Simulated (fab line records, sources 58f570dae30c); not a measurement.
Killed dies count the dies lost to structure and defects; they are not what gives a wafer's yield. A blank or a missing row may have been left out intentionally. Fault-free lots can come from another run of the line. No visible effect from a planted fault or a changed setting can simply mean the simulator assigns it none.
Which tool did it? ; flow berkeley_cmos170 ; 14 lots with 42 wafers sampled at 3 steps, on a route of 331 steps

== WHAT THE GAUGES SHOWED, per wafer ==
UCB170_M3_RS_MEAS_02: measurement is done with a four-point probe. Usual: M3_AL_RS 0.0321 ohm/sq, standard deviation 0.00037.
lot;measured;on;M3_AL_RS (ohm/sq);flag
L581;day 8 08:33;film_metro-04;0.0321 0.0321 0.0321;
L582;day 8 14:58;film_metro-04;0.0318 0.0320 0.0322;
L586;day 8 20:54;film_metro-02;0.0324 0.0322 0.0323;
L583;day 8 21:06;film_metro-04;0.0319 0.0319 0.0318;
L585;day 8 22:15;film_metro-01;0.0323 0.0323 0.0320;
L589;day 9 07:00;film_metro-02;0.0314 0.0316 0.0320;
L588;day 9 07:16;film_metro-04;0.0322 0.0321 0.0319;
L587;day 9 07:33;film_metro-02;0.0316 0.0318 0.0317;
L590;day 9 19:50;film_metro-01;0.0314 0.0314 0.0316;
L591;day 9 20:48;film_metro-01;0.0323 0.0325 0.0323;
L593;day 10 13:53;film_metro-04;0.0320 0.0324 0.0322;
L601;day 11 22:22;film_metro-02;0.0475 0.0481 0.0472;OFF
L602;day 12 00:55;film_metro-02;0.0326 0.0322 0.0324;
L603;day 12 08:33;film_metro-02;0.0466 0.0465 0.0462;OFF

UCB170_M3_THK_MEAS_03: measures by xrf. Usual: M3_AL_THK 884 nm, standard deviation 9.9.
lot;measured;on;M3_AL_THK (nm);flag
L581;day 8 08:40;film_metro-04;886 886 886;
L582;day 8 15:05;film_metro-04;894 888 879;
L586;day 8 21:01;film_metro-02;874 882 876;
L583;day 8 21:13;film_metro-04;891 886 898;
L585;day 8 22:22;film_metro-01;877 881 888;
L589;day 9 07:07;film_metro-02;899 886 884;
L588;day 9 07:22;film_metro-04;890 894 893;
L587;day 9 07:40;film_metro-02;893 886 891;
L590;day 9 19:58;film_metro-01;901 909 901;
L591;day 9 20:55;film_metro-01;879 871 885;
L593;day 10 14:01;film_metro-04;891 873 877;
L601;day 11 22:28;film_metro-02;595 593 603;OFF
L602;day 12 01:01;film_metro-02;876 883 880;
L603;day 12 08:40;film_metro-02;612 619 619;OFF

== TOOL THAT RAN EACH LOT (tool first, then ch and the chambers of the sampled wafers, then the start) ==
lot;UCB170_M3_SPUTTER_01
L581;pvd_sputter-02, day 8 08:28
L582;pvd_sputter-02, day 8 14:52
L586;pvd_sputter-04, day 8 20:47
L583;pvd_sputter-02, day 8 20:59
L585;pvd_sputter-03, day 8 22:10
L589;pvd_sputter-02, day 9 06:55
L588;pvd_sputter-03, day 9 07:10
L587;pvd_sputter-04, day 9 07:28
L590;pvd_sputter-02, day 9 19:46
L591;pvd_sputter-04, day 9 20:43
L593;pvd_sputter-03, day 10 13:49
L601;pvd_sputter-02, day 11 22:16
L602;pvd_sputter-03, day 12 00:46
L603;pvd_sputter-02, day 12 08:28
- UCB170_M3_SPUTTER_01: material Al, target thk 900 nm, time 120 s.

== WHAT THE TOOLS THEMSELVES READ (means of the sampled wafers that have a number; where no wafer has one, the mark that the record gives instead) ==
UCB170_M3_SPUTTER_01. Usual: cathode_dc_power_W 6000.0 W, standard deviation 1; chamber_pressure_pa 0.5000 Pa, standard deviation 0.00098; throttle_valve_pct 29.8 %, standard deviation 1.3.
lot;tool;cathode_dc_power_W (W);chamber_pressure_pa (Pa);throttle_valve_pct (%);flag
L581;pvd_sputter-02;6000.1;0.5002;28.5;
L582;pvd_sputter-02;6000.9;0.5000;29.7;
L586;pvd_sputter-04;5999.1;0.4994;30.7;
L583;pvd_sputter-02;5999.9;0.4998;28.9;
L585;pvd_sputter-03;6000.0;0.5002;29.9;
L589;pvd_sputter-02;5999.3;0.5002;29.1;
L588;pvd_sputter-03;6001.8;0.4998;30.0;
L587;pvd_sputter-04;6000.3;0.5003;31.1;
L590;pvd_sputter-02;5999.8;0.4993;28.4;
L591;pvd_sputter-04;6000.0;0.4997;30.6;
L593;pvd_sputter-03;5999.8;0.5011;29.1;
L601;pvd_sputter-02;5999.9;0.5003;28.6;
L602;pvd_sputter-03;6000.2;0.5003;29.8;
L603;pvd_sputter-02;6000.4;0.5008;29.2;

== THE ANSWER, worked out from the rows above alone ==
Rule: lot off if the mean of its wafers having a number is beyond 3 standard deviations from the usual mean. A lot without any number at a reading at which 4 lots or more have one is off too. All remaining lots with rows at the step are treated as sound. First the gauges in route order, then the tools' own readings, where a lot's mean is used as printed above. At the first step where some lot is off, the reading lying furthest off is the one used; lots without a number count as furthest.
Off: L601, L603, at UCB170_M3_RS_MEAS_02 (M3_AL_RS).
A tool fits if, at a process step before that reading, it ran every lot that is off, and no sound lot after the first of them. The gauges at UCB170_M3_RS_MEAS_02 are tried like those tools. One candidate fits, namely pvd_sputter-02 at UCB170_M3_SPUTTER_01. A fault onset in the window from L590 (day 9 19:46, its last sound lot) to L601 (day 11 22:16, its first lot off) fits.

== WHAT THE SIMULATOR HAD INSERTED ==
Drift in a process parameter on pvd_sputter-02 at UCB170_M3_SPUTTER_01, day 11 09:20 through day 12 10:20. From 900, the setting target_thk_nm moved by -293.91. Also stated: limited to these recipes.
Struck lots among those shown: L601, L603. The same result came from the rule above.
